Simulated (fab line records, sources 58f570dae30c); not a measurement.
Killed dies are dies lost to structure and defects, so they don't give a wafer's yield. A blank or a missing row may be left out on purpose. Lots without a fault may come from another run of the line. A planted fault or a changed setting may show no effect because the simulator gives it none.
One fault seen from 2 desks | flow berkeley_cmos170 | each desk has only its own numbers; what lay behind them comes last

THE TOOL OWNER'S DESK: lpcvd-01
The tool's own readings at UCB170_PWELL_CVD_05 (deposits Si3N4 from SiH2Cl2/NH3, target thk 220 nm, time 3300 s): means of the sampled wafers that have a number, for each lot that ran on this tool. A lot is out of limits, marked OUT, if its mean lies more than 4 standard deviations from the usual mean; the brackets give that distance.
Columns: A = sih2cl2_flow_sccm at UCB170_PWELL_CVD_05, usual 25.01 sccm; B = spike_tc_source_C at UCB170_PWELL_CVD_05, usual 824 C
lot  | first seen here | A     | B
L677 | day 4 04:50     | 24.97 | 821
L678 | day 4 04:50     | 24.98 | 822
L682 | day 5 04:32     | 24.97 | 820
L683 | day 5 04:32     | 25.09 | 821
L686 | day 5 21:52     | 24.97 | 822
L687 | day 5 21:52     | 25.05 | 821
This desk's finding: nothing out of limits on any of the 6 lots.

THE METROLOGY DESK
What the gauges read, lot by lot, whatever tool the lot ran on: means of the sampled wafers that have a number. A lot is out of limits, marked OUT, if its mean lies more than 4 standard deviations from the usual mean; the brackets give that distance.
Columns: A = PWELL_NITRIDE_THK at UCB170_PWELL_THK_MEAS_06, usual 220.7 nm
lot  | first seen here | A
L674 | day 3 11:25     | 221.0
L675 | day 3 22:21     | 221.3
L676 | day 3 22:22     | 221.6
L677 | day 4 06:45     | 218.2
L678 | day 4 06:46     | 220.4
L680 | day 4 18:52     | 220.5
L682 | day 5 06:26     | 217.8
L683 | day 5 06:28     | 220.4
L686 | day 5 23:47     | 412.9 (+99 or more) OUT
L687 | day 5 23:47     | 415.2 (+99 or more) OUT
L694 | day 7 18:27     | 220.4
L696 | day 7 23:12     | 223.6
L695 | day 7 23:13     | 219.5
L697 | day 8 13:34     | 219.0
This desk's finding: out of limits on L686, L687; first on L686, day 5 23:47 (PWELL_NITRIDE_THK at UCB170_PWELL_THK_MEAS_06). In limits: L674, L675, L676, L677, L678, L680, L682, L683, L694, L696, L695, L697.

PUT TOGETHER
The metrology desk could have raised an alarm at day 5 23:47, on L686, L687.
The tool owner's desk saw nothing out of limits.
The tool owner's desk has L686, L687 on record, within its limits.
Of the lots named, all ran UCB170_PWELL_CVD_05 on lpcvd-01.

WHAT THE SIMULATOR HAD PUT IN
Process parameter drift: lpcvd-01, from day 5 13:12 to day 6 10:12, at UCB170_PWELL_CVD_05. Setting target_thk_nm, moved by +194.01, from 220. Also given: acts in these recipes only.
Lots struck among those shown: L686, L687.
Hours from the fault's start to each desk's first reading out of limits: the metrology desk, 11.
